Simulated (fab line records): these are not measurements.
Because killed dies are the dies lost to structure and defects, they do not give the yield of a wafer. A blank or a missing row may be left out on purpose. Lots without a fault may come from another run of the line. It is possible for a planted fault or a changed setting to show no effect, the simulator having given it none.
Split-lot study / flow rit_cmos / 23 wafers read across 5 lots, on a route 202 steps long

== THE SPLIT ==
At RIT_ACTIVE_COAT_06 (resist thk 1000 nm), the setting spin_rpm was moved away from the recipe's 3250 rpm on 6 of the 23 wafers read, by +2.2% to +5.9%. This setting was run at the recipe's value on the other wafers.

== FROM THE SPLIT TO THE READING: what the file shows between them, 4 steps ==
- RIT_ACTIVE_SOFTBAKE_07: time 60 s
- RIT_ACTIVE_EXPOSE_08: exposes mask M1, target cd 1400 nm
- RIT_ACTIVE_DEVELOP_10: develop time 50 s
- RIT_ACTIVE_HARDBAKE_12: time 60 s

== THE READING ==
NOVOLAK_of_ACTIVE_COAT_06.thk_nm (the simulator's own value, which no gauge read), in nm, at RIT_ACTIVE_ETCH_13 (etches Si3N4 in SF6, stops on SiO2, time 210 s, target depth 210 nm). The file gives no usual value for it. The 17 wafers here that ran the recipe average 654.4 nm, standard deviation 3.7 nm.

wafer=L074.2; tool, chamber at the split=litho_track-04, 0; spin_rpm as run, rpm=3250; against the recipe=recipe; NOVOLAK_of_ACTIVE_COAT_06.thk_nm, nm=656; against lot-mates on the recipe=-
wafer=L074.5; tool, chamber at the split=litho_track-04, 0; spin_rpm as run, rpm=3250; against the recipe=recipe; NOVOLAK_of_ACTIVE_COAT_06.thk_nm, nm=655.2; against lot-mates on the recipe=-
wafer=L074.6; tool, chamber at the split=litho_track-04, 0; spin_rpm as run, rpm=3250; against the recipe=recipe; NOVOLAK_of_ACTIVE_COAT_06.thk_nm, nm=658.8; against lot-mates on the recipe=-
wafer=L077.1; tool, chamber at the split=litho_track-02, 0; spin_rpm as run, rpm=3441; against the recipe=+5.9%; NOVOLAK_of_ACTIVE_COAT_06.thk_nm, nm=626; against lot-mates on the recipe=-33.3
wafer=L077.2; tool, chamber at the split=litho_track-02, 0; spin_rpm as run, rpm=3250; against the recipe=recipe; NOVOLAK_of_ACTIVE_COAT_06.thk_nm, nm=656.8; against lot-mates on the recipe=-
wafer=L077.3; tool, chamber at the split=litho_track-02, 0; spin_rpm as run, rpm=3250; against the recipe=recipe; NOVOLAK_of_ACTIVE_COAT_06.thk_nm, nm=656; against lot-mates on the recipe=-
wafer=L077.4; tool, chamber at the split=litho_track-02, 0; spin_rpm as run, rpm=3441; against the recipe=+5.9%; NOVOLAK_of_ACTIVE_COAT_06.thk_nm, nm=638.3; against lot-mates on the recipe=-21.0
wafer=L077.5; tool, chamber at the split=litho_track-02, 0; spin_rpm as run, rpm=3250; against the recipe=recipe; NOVOLAK_of_ACTIVE_COAT_06.thk_nm, nm=665.2; against lot-mates on the recipe=-
wafer=L078.1; tool, chamber at the split=litho_track-03, 0; spin_rpm as run, rpm=3250; against the recipe=recipe; NOVOLAK_of_ACTIVE_COAT_06.thk_nm, nm=651.3; against lot-mates on the recipe=-
wafer=L078.2; tool, chamber at the split=litho_track-03, 0; spin_rpm as run, rpm=3250; against the recipe=recipe; NOVOLAK_of_ACTIVE_COAT_06.thk_nm, nm=651.7; against lot-mates on the recipe=-
wafer=L078.3; tool, chamber at the split=litho_track-03, 0; spin_rpm as run, rpm=3250; against the recipe=recipe; NOVOLAK_of_ACTIVE_COAT_06.thk_nm, nm=651.8; against lot-mates on the recipe=-
wafer=L078.4; tool, chamber at the split=litho_track-03, 0; spin_rpm as run, rpm=3250; against the recipe=recipe; NOVOLAK_of_ACTIVE_COAT_06.thk_nm, nm=648.7; against lot-mates on the recipe=-
wafer=L078.6; tool, chamber at the split=litho_track-03, 0; spin_rpm as run, rpm=3250; against the recipe=recipe; NOVOLAK_of_ACTIVE_COAT_06.thk_nm, nm=652.2; against lot-mates on the recipe=-
wafer=L081.1; tool, chamber at the split=litho_track-03, 0; spin_rpm as run, rpm=3322; against the recipe=+2.2%; NOVOLAK_of_ACTIVE_COAT_06.thk_nm, nm=643.2; against lot-mates on the recipe=-9.7
wafer=L081.2; tool, chamber at the split=litho_track-03, 0; spin_rpm as run, rpm=3250; against the recipe=recipe; NOVOLAK_of_ACTIVE_COAT_06.thk_nm, nm=653.9; against lot-mates on the recipe=-
wafer=L081.3; tool, chamber at the split=litho_track-03, 0; spin_rpm as run, rpm=3250; against the recipe=recipe; NOVOLAK_of_ACTIVE_COAT_06.thk_nm, nm=653.7; against lot-mates on the recipe=-
wafer=L081.4; tool, chamber at the split=litho_track-03, 0; spin_rpm as run, rpm=3250; against the recipe=recipe; NOVOLAK_of_ACTIVE_COAT_06.thk_nm, nm=651; against lot-mates on the recipe=-
wafer=L081.5; tool, chamber at the split=litho_track-03, 0; spin_rpm as run, rpm=3322; against the recipe=+2.2%; NOVOLAK_of_ACTIVE_COAT_06.thk_nm, nm=641.5; against lot-mates on the recipe=-11.4
wafer=L084.2; tool, chamber at the split=litho_track-03, 0; spin_rpm as run, rpm=3250; against the recipe=recipe; NOVOLAK_of_ACTIVE_COAT_06.thk_nm, nm=656.5; against lot-mates on the recipe=-
wafer=L084.3; tool, chamber at the split=litho_track-03, 0; spin_rpm as run, rpm=3338; against the recipe=+2.7%; NOVOLAK_of_ACTIVE_COAT_06.thk_nm, nm=642.5; against lot-mates on the recipe=-11.7
wafer=L084.4; tool, chamber at the split=litho_track-03, 0; spin_rpm as run, rpm=3338; against the recipe=+2.7%; NOVOLAK_of_ACTIVE_COAT_06.thk_nm, nm=640.6; against lot-mates on the recipe=-13.6
wafer=L084.5; tool, chamber at the split=litho_track-03, 0; spin_rpm as run, rpm=3250; against the recipe=recipe; NOVOLAK_of_ACTIVE_COAT_06.thk_nm, nm=653.6; against lot-mates on the recipe=-
wafer=L084.6; tool, chamber at the split=litho_track-03, 0; spin_rpm as run, rpm=3250; against the recipe=recipe; NOVOLAK_of_ACTIVE_COAT_06.thk_nm, nm=652.5; against lot-mates on the recipe=-

FIT RESULTS
A straight line over all 23 wafers: NOVOLAK_of_ACTIVE_COAT_06.thk_nm changes by -4.04 nm for each +1% of spin_rpm; r = -0.88; the points scatter about the line by 4 nm.
The same after taking each lot's own level away (the mean of its wafers on the recipe; 23 wafers): -4.64 nm for each +1%; r = -0.95; scatter 2.8 nm.
According to that fit, moving spin_rpm by its largest amount changes the reading by 27 nm.
The span of the lots' own levels, 651.14 to 659.33 nm, comes to 2.2 times the standard deviation stated above.
In other words, the slope is changed by the lot-to-lot level; the two fits disagree.
Check: with one of the wafers moved furthest among these (+5.9%) left out of the fit, the line predicts -23.7 nm for it against its lot-mates. It came out at -33.3 nm against them.

== OTHER SPLITS ON THESE WAFERS ==
Other splits were also applied to these wafers ahead of the reading. Each is held against what the fit with the lots' levels taken away leaves over:
other split on the same wafers=RIT_ACTIVE_OXIDATION_01 ox_time_s; wafers away from the commonest value=10; r with NOVOLAK_of_ACTIVE_COAT_06.thk_nm (lot level and that fit taken away)=-0.01

== THE WHOLE CHAIN: every reading that the file lists as answering this split, in the file's order ==
step=RIT_ACTIVE_COAT_06; what it does=resist thk 1000 nm; reading=NOVOLAK_of_ACTIVE_COAT_06.thk_nm (the simulator's own value, which no gauge read); change (the file's fit)=-5 nm for each +1% of the setting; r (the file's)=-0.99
step=RIT_ACTIVE_HARDBAKE_12; what it does=time 60 s; reading=NOVOLAK_of_ACTIVE_COAT_06.thk_nm (the simulator's own value, which no gauge read); change (the file's fit)=-4.38 nm for each +1% of the setting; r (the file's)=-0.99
step=RIT_ACTIVE_ETCH_13; what it does=etches Si3N4 in SF6, stops on SiO2, time 210 s, target depth 210 nm; reading=NOVOLAK_of_ACTIVE_COAT_06.thk_nm (the simulator's own value, which no gauge read); change (the file's fit)=-4.65 nm for each +1% of the setting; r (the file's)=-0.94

== FILE'S OWN FIT ==
NOVOLAK_of_ACTIVE_COAT_06.thk_nm changes by -4.65 nm for each +1% of spin_rpm, r = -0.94.
